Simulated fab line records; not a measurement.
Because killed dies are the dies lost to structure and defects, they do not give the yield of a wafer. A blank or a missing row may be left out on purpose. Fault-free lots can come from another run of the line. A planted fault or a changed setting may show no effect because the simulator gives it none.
Check of tool commonality    flow ritCmos    54 wafers sampled across 15 lots

## REASON IT WAS OPENED
RIT_NRETRO_TW_MEAS_10, reading NRETRO_TW: flagged on 3 of 15 lots. Wafers without a fault read 1049, standard deviation 9.8.
Rule: a lot is flagged in two cases, either no wafer of it has a number, or all its wafers with numbers fall more than 4 standard deviations from that mean. All remaining lots are regarded as sound.

lot   measured     on            NRETRO_TW, wafer by wafer  flag
L632  day 2 18:32  filmMetro-04  1037 1038 1038             
L633  day 2 23:50  filmMetro-04  1042 1034 1038             
L634  day 3 02:58  filmMetro-01  1052 1055 1059             
L635  day 3 07:05  filmMetro-04  1037 1034 1034             
L636  day 3 12:14  filmMetro-01  1062 1055 1057             
L637  day 3 17:47  filmMetro-04  1035 1035 1035             
L638  day 4 00:04  filmMetro-01  1059 1060 1065             
L639  day 4 03:57  filmMetro-01  1062 1062 1064             
L642  day 4 17:48  filmMetro-04  1042 1037 1035             
L644  day 5 02:26  filmMetro-01  1053 1061 1060             
L645  day 5 07:00  filmMetro-02  1058 1061 1059             
L646  day 5 10:46  filmMetro-04  221 222 218 222 222 219    FLAGGED
L647  day 5 18:53  filmMetro-02  225 223 227 225 222 228    FLAGGED
L649  day 6 07:23  filmMetro-04  232 226 226 232 227 228    FLAGGED
L654  day 7 07:41  filmMetro-01  1056 1055 1057             
Average over the flagged lots: 225; offset from the usual -824, equal to -84 standard deviations.

## WHICH TOOL EACH LOT WENT THROUGH
The record holds 1 process step before the reading, out of a route of 202 steps. Cell contents, in order: the tool; ch with the chambers the sampled wafers went through; the start.
lot   flag     RIT_NRETRO_DEVELOP_05
L632           lithoTrack-03 ch 0, day 2 17:00
L633           lithoTrack-04 ch 0, day 2 22:00
L634           lithoTrack-01 ch 0, day 3 02:00
L635           lithoTrack-01 ch 0, day 3 06:00
L636           lithoTrack-01 ch 0, day 3 11:00
L637           lithoTrack-01 ch 0, day 3 17:00
L638           lithoTrack-04 ch 0, day 3 23:00
L639           lithoTrack-03 ch 0, day 4 02:00
L642           lithoTrack-03 ch 0, day 4 17:00
L644           lithoTrack-03 ch 0, day 5 01:00
L645           lithoTrack-03 ch 0, day 5 06:00
L646  FLAGGED  lithoTrack-03 ch 0, day 5 09:00
L647  FLAGGED  lithoTrack-03 ch 0, day 5 18:00
L649  FLAGGED  lithoTrack-03 ch 0, day 6 06:00
L654           lithoTrack-01 ch 0, day 7 06:00
What the steps here do:
- RIT_NRETRO_DEVELOP_05: develop time 68 s.
- RIT_NRETRO_TW_MEAS_10

## FLAGGED OVER TOTAL, TOOL BY TOOL (the gauges that took the reading come last)
step                   tool           lots run  flagged  share of the flagged lots  sound lots run after its first flagged lot
RIT_NRETRO_DEVELOP_05  lithoTrack-01  5         0        none                       -
RIT_NRETRO_DEVELOP_05  lithoTrack-03  8         3        all                        0
RIT_NRETRO_DEVELOP_05  lithoTrack-04  2         0        none                       -
RIT_NRETRO_TW_MEAS_10  filmMetro-01   6         0        none                       -
RIT_NRETRO_TW_MEAS_10  filmMetro-02   2         1        some                       0
RIT_NRETRO_TW_MEAS_10  filmMetro-04   7         2        some                       0

## WHAT THE TABLE PERMITS
Rows of the table that ran each flagged lot: 1, that is lithoTrack-03 at RIT_NRETRO_DEVELOP_05.
- lithoTrack-03 at RIT_NRETRO_DEVELOP_05 ran 8 lots, 3 of them flagged. A fault beginning between L645 (day 5 06:00), its last sound lot, and L646 (day 5 09:00), its first flagged one, fits the data.
Left over: one tool, lithoTrack-03 at RIT_NRETRO_DEVELOP_05.

## WHAT HAD BEEN PUT IN BY THE SIMULATOR
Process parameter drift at RIT_NRETRO_DEVELOP_05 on lithoTrack-03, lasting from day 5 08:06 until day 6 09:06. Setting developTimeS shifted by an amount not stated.
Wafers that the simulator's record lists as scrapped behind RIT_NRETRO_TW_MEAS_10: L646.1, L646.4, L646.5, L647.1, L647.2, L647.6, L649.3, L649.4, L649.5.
Lots struck among those shown: L646, L647, L649. The rule above reached the same finding.
